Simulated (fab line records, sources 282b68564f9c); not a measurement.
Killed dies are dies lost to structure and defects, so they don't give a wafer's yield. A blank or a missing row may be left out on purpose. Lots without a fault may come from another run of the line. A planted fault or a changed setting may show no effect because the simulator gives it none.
Split-lot experiment | flow rit_cmos | 5 lots, 23 wafers read, on a route of 202 steps

THE SPLIT
At RIT_CONTACT_CVD_00 (deposits SiO2 from TEOS, target thk 400 nm, time 61 s), the setting time_s was moved away from the recipe's 61 s on 5 of the 23 wafers read, by -13.8% to -5.9%. The other wafers ran this setting at the recipe's value.

The file shows no step between the split and the reading.

THE READING
CONTACT_TEOS_THK, in nm, at RIT_CONTACT_THK_MEAS_01. Fault-free wafers of this fab line usually give 400 nm, standard deviation 5.4 nm.

wafer  | tool, chamber at the split | time_s as run, s | against the recipe | CONTACT_TEOS_THK, nm | against lot-mates on the recipe
L075.1 | pecvd-03, 1                | 61               | recipe             | 394                  | -
L075.3 | pecvd-03, 1                | 61               | recipe             | 399                  | -
L075.6 | pecvd-03, 1                | 61               | recipe             | 401                  | -
L078.1 | pecvd-03, 0                | 61               | recipe             | 400                  | -
L078.2 | pecvd-03, 1                | 61               | recipe             | 398                  | -
L078.4 | pecvd-03, 2                | 61               | recipe             | 402                  | -
L078.5 | pecvd-03, 0                | 61               | recipe             | 406                  | -
L078.6 | pecvd-03, 1                | 61               | recipe             | 405                  | -
L080.1 | pecvd-01, 2                | 61               | recipe             | 398                  | -
L080.2 | pecvd-01, 1                | 61               | recipe             | 394                  | -
L080.3 | pecvd-01, 0                | 61               | recipe             | 397                  | -
L080.4 | pecvd-01, 0                | 61               | recipe             | 405                  | -
L080.6 | pecvd-01, 2                | 61               | recipe             | 402                  | -
L084.2 | pecvd-03, 0                | 61               | recipe             | 400                  | -
L084.3 | pecvd-03, 1                | 52.59            | -13.8%             | 342                  | -62
L084.4 | pecvd-03, 1                | 61               | recipe             | 401                  | -
L084.5 | pecvd-03, 2                | 52.59            | -13.8%             | 350                  | -54
L084.6 | pecvd-03, 0                | 61               | recipe             | 410                  | -
L085.1 | pecvd-04, 0                | 61               | recipe             | 395                  | -
L085.3 | pecvd-04, 2                | 61               | recipe             | 405                  | -
L085.4 | pecvd-04, 0                | 57.42            | -5.9%              | 377                  | -23
L085.5 | pecvd-04, 2                | 57.42            | -5.9%              | 389                  | -11
L085.6 | pecvd-04, 1                | 57.42            | -5.9%              | 381                  | -19

THE FIT
A straight line over all 23 wafers: CONTACT_TEOS_THK changes by +3.82 nm for each +1% of time_s; r = +0.96; the points scatter about the line by 4.8 nm.
The same after taking each lot's own level away (the mean of its wafers on the recipe; 23 wafers): +3.98 nm for each +1%; r = +0.96; scatter 4.7 nm.
On that fit, the largest move of time_s shifts the reading by 55 nm.
The lots' own levels span 398.0 to 403.7 nm, that is 1.0 times the standard deviation above.
So the lot-to-lot level changes the slope little: the two slopes agree.
Check: with one of the wafers moved furthest among these (-13.8%) left out of the fit, the line predicts -49.5 nm for it against its lot-mates. It came out at -61.7 nm against them.

OTHER SPLITS ON THESE WAFERS
These wafers also went through other splits before the reading. Each is held against what the fit with the lots' levels taken away leaves over:
other split on the same wafers  | wafers away from the commonest value | r with CONTACT_TEOS_THK (lot level and that fit taken away)
RIT_SILICIDE_SPUTTER_01 power_w | 9                                    | +0.01

THE WHOLE CHAIN: every reading that the file lists as answering this split, in the file's order
step                    | what it does                                          | reading                                                                        | change (the file's fit)              | r (the file's)
RIT_CONTACT_CVD_00      | deposits SiO2 from TEOS, target thk 400 nm, time 61 s | SiO2_of_CONTACT_CVD_00.thk_nm (the simulator's own value, which no gauge read) | +3.87 nm for each +1% of the setting | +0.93
RIT_CONTACT_THK_MEAS_01 |                                                       | CONTACT_TEOS_THK                                                               | +4 for each +1% of the setting       | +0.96

THE FILE'S OWN FIT
CONTACT_TEOS_THK changes by +4 nm for each +1% of time_s, r = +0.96.
